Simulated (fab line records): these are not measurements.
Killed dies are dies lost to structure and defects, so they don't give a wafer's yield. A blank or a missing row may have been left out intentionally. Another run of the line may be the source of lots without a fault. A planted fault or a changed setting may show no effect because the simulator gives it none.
The tool behind it: which one?    flow rit_cmos    42 wafers from 14 lots sampled at 4 of the route's 202 steps

== WHAT EACH GAUGE READ, for each wafer ==
RIT_SDANNEAL_RS_MEAS_06: a four-point-probe measurement. Usual: PLDD_RS typically reads 178.4 ohm/sq, with standard deviation 0.45.
lot   measured     on             PLDD_RS (ohm/sq)   flag
L682  day 3 07:26  film_metro-02  178.2 178.2 178.1  
L683  day 3 09:17  film_metro-02  178.1 178.5 177.9  
L684  day 3 17:40  film_metro-02  178.9 179.0 178.8  
L685  day 3 19:20  film_metro-04  179.1 178.8 178.7  
L686  day 4 01:57  film_metro-04  178.8 178.9 179.1  
L687  day 4 04:00  film_metro-04  178.4 178.6 178.6  
L688  day 4 08:31  film_metro-02  178.1 178.1 178.1  
L691  day 4 22:55  film_metro-03  178.7 178.1 178.1  
L696  day 6 00:11  film_metro-02  178.3 178.6 177.8  
L697  day 6 05:47  film_metro-03  177.9 178.0 178.5  
L699  day 6 14:44  film_metro-03  177.6 178.5 178.0  
L701  day 7 01:22  film_metro-03  178.7 179.0 178.5  
L702  day 7 06:32  film_metro-02  178.5 178.9 178.9  
L704  day 7 16:39  film_metro-02  178.3 178.6 178.3  

== EACH LOT AND THE TOOL THAT RAN IT (in order: tool; ch and the chambers of the sampled wafers; start) ==
lot   RIT_NRETRO_SOFTBAKE_02            RIT_PRETRO_STRIP_09                  RIT_SDANNEAL_RTA_03
L682  litho_track-01 ch 0, day 2 06:14  plasma_asher-04 ch 0,1, day 2 08:49  rtp_anneal-02 ch 0, day 3 07:07
L683  litho_track-04 ch 0, day 2 11:18  plasma_asher-04 ch 0,1, day 2 13:58  rtp_anneal-01 ch 0, day 3 08:59
L684  litho_track-04 ch 0, day 2 20:13  plasma_asher-04 ch 0,1, day 2 23:04  rtp_anneal-02 ch 0, day 3 17:22
L685  litho_track-02 ch 0, day 2 20:20  plasma_asher-02 ch 0,1, day 2 23:31  rtp_anneal-01 ch 0, day 3 19:01
L686  litho_track-01 ch 0, day 3 03:37  plasma_asher-01 ch 0,1, day 3 06:25  rtp_anneal-02 ch 0, day 4 01:39
L687  litho_track-01 ch 0, day 3 06:57  plasma_asher-01 ch 0,1, day 3 09:37  rtp_anneal-01 ch 0, day 4 03:40
L688  litho_track-01 ch 0, day 3 11:28  plasma_asher-02 ch 0,1, day 3 14:17  rtp_anneal-02 ch 0, day 4 08:13
L691  litho_track-04 ch 0, day 4 01:38  plasma_asher-01 ch 0,1, day 4 04:24  rtp_anneal-01 ch 0, day 4 22:37
L696  litho_track-04 ch 0, day 5 03:23  plasma_asher-04 ch 0, day 5 06:12    rtp_anneal-02 ch 0, day 5 23:53
L697  litho_track-04 ch 0, day 5 08:02  plasma_asher-04 ch 0,1, day 5 11:11  rtp_anneal-01 ch 0, day 6 05:26
L699  litho_track-02 ch 0, day 5 17:17  plasma_asher-04 ch 0,1, day 5 19:58  rtp_anneal-01 ch 0, day 6 14:26
L701  litho_track-01 ch 0, day 6 03:09  plasma_asher-01 ch 0,1, day 6 06:01  rtp_anneal-01 ch 0, day 7 01:04
L702  litho_track-02 ch 0, day 6 08:46  plasma_asher-04 ch 0,1, day 6 11:34  rtp_anneal-02 ch 0, day 7 06:14
L704  litho_track-02 ch 0, day 6 19:11  plasma_asher-04 ch 0,1, day 6 22:17  rtp_anneal-02 ch 0, day 7 16:20
- RIT_NRETRO_SOFTBAKE_02: time 60 s.
- RIT_PRETRO_STRIP_09: strips in O2, time 180 s.
- RIT_SDANNEAL_RTA_03: time 5 s.

== WHAT THE TOOLS THEMSELVES READ (means of the sampled wafers that have a number; where no wafer has one, the mark that the record gives instead) ==
RIT_NRETRO_SOFTBAKE_02. Usual: heater_power_total_W 34.56 W, standard deviation 0.048; plate_temp_C 90.01 C, standard deviation 0.13; run_length_s 89.34 s, standard deviation 0.23.
lot   tool            heater_power_total_W (W)  plate_temp_C (C)  run_length_s (s)  flag
L682  litho_track-01  34.55                     90.17             89.04             
L683  litho_track-04  34.54                     90.24             89.59             
L684  litho_track-04  34.58                     89.96             89.41             
L685  litho_track-02  34.58                     90.05             89.55             
L686  litho_track-01  34.56                     89.80             89.13             
L687  litho_track-01  34.56                     89.93             88.99             
L688  litho_track-01  34.56                     90.14             89.08             
L691  litho_track-04  34.53                     89.98             89.46             
L696  litho_track-04  35.06                     -                 86.46             OFF
L697  litho_track-04  35.08                     -                 86.31             OFF
L699  litho_track-02  34.61                     90.01             89.54             
L701  litho_track-01  34.57                     90.11             89.03             
L702  litho_track-02  34.53                     89.91             89.51             
L704  litho_track-02  34.58                     89.89             89.59             

RIT_PRETRO_STRIP_09. Usual: drypump_motor_current_A reads 5.4 A (standard deviation 0.42).
lot   tool             drypump_motor_current_A (A)  flag
L682  plasma_asher-04  5.3                          
L683  plasma_asher-04  5.1                          
L684  plasma_asher-04  5.1                          
L685  plasma_asher-02  5.4                          
L686  plasma_asher-01  5.9                          
L687  plasma_asher-01  5.9                          
L688  plasma_asher-02  5.6                          
L691  plasma_asher-01  5.9                          
L696  plasma_asher-04  4.9                          
L697  plasma_asher-04  5.1                          
L699  plasma_asher-04  5.4                          
L701  plasma_asher-01  5.7                          
L702  plasma_asher-04  5.1                          
L704  plasma_asher-04  5.1                          

RIT_SDANNEAL_RTA_03. Usual: chamber_o2_ppm 1.996, standard deviation 0.022; ramp_down_c_per_s 171.00, standard deviation 0.034; wafer_temp_C_max 1053.5, standard deviation 1.1.
lot   tool           chamber_o2_ppm  ramp_down_c_per_s  wafer_temp_C_max  flag
L682  rtp_anneal-02  2.005           171.00             1054.0            
L683  rtp_anneal-01  2.004           171.00             1053.3            
L684  rtp_anneal-02  1.959           171.02             1052.9            
L685  rtp_anneal-01  1.978           171.01             1053.5            
L686  rtp_anneal-02  2.005           171.00             1054.1            
L687  rtp_anneal-01  1.982           171.00             1053.9            
L688  rtp_anneal-02  1.990           170.97             1053.3            
L691  rtp_anneal-01  1.991           171.00             1053.6            
L696  rtp_anneal-02  1.984           170.98             1054.2            
L697  rtp_anneal-01  1.985           170.99             1054.0            
L699  rtp_anneal-01  1.997           171.01             1053.5            
L701  rtp_anneal-01  2.006           170.99             1054.1            
L702  rtp_anneal-02  2.022           170.98             1053.1            
L704  rtp_anneal-02  2.008           171.03             1053.5            

== THE ANSWER, worked out from the rows above alone ==
Rule: a lot is off if the mean of its wafers that have a number lies more than 3 standard deviations from the usual mean. A lot without any number at a reading at which 4 lots or more have one is off too. All remaining lots with rows at the step are treated as sound. The gauges are gone through in route order, then the tools' own readings, and for those a lot's mean is taken as printed above. At the first step where some lot is off, the reading lying furthest off is the one used; lots without a number count as furthest.
Off: L696, L697, at RIT_NRETRO_SOFTBAKE_02 (plate_temp_C). Without a number there: L696, L697.
A tool fits if, at that step or a process step before it, it ran every lot that is off, and no sound lot after the first of them. One fits: RIT_NRETRO_SOFTBAKE_02 on litho_track-04. Its last sound lot is L691 (day 4 01:38), its first lot that is off L696 (day 5 03:23): a fault that began between those two fits.
The tool's own readings at RIT_NRETRO_SOFTBAKE_02 bear it out: on the lots that are off they differ by more than 5 times the standard deviation of the sound lots' means. heater_power_total_W reads 35.07 W there against 34.56 W on the sound lots; run_length_s reads 86.38 s there against 89.33 s on the sound lots.
Blank at RIT_NRETRO_SOFTBAKE_02 on the lots that are off, where sound lots have numbers: plate_temp_C.

== WHAT WAS PUT IN BY THE SIMULATOR ==
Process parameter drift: litho_track-04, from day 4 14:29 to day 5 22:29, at RIT_NRETRO_SOFTBAKE_02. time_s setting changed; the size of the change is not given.
Lots struck among those shown: L696, L697. Same finding as the rule above.
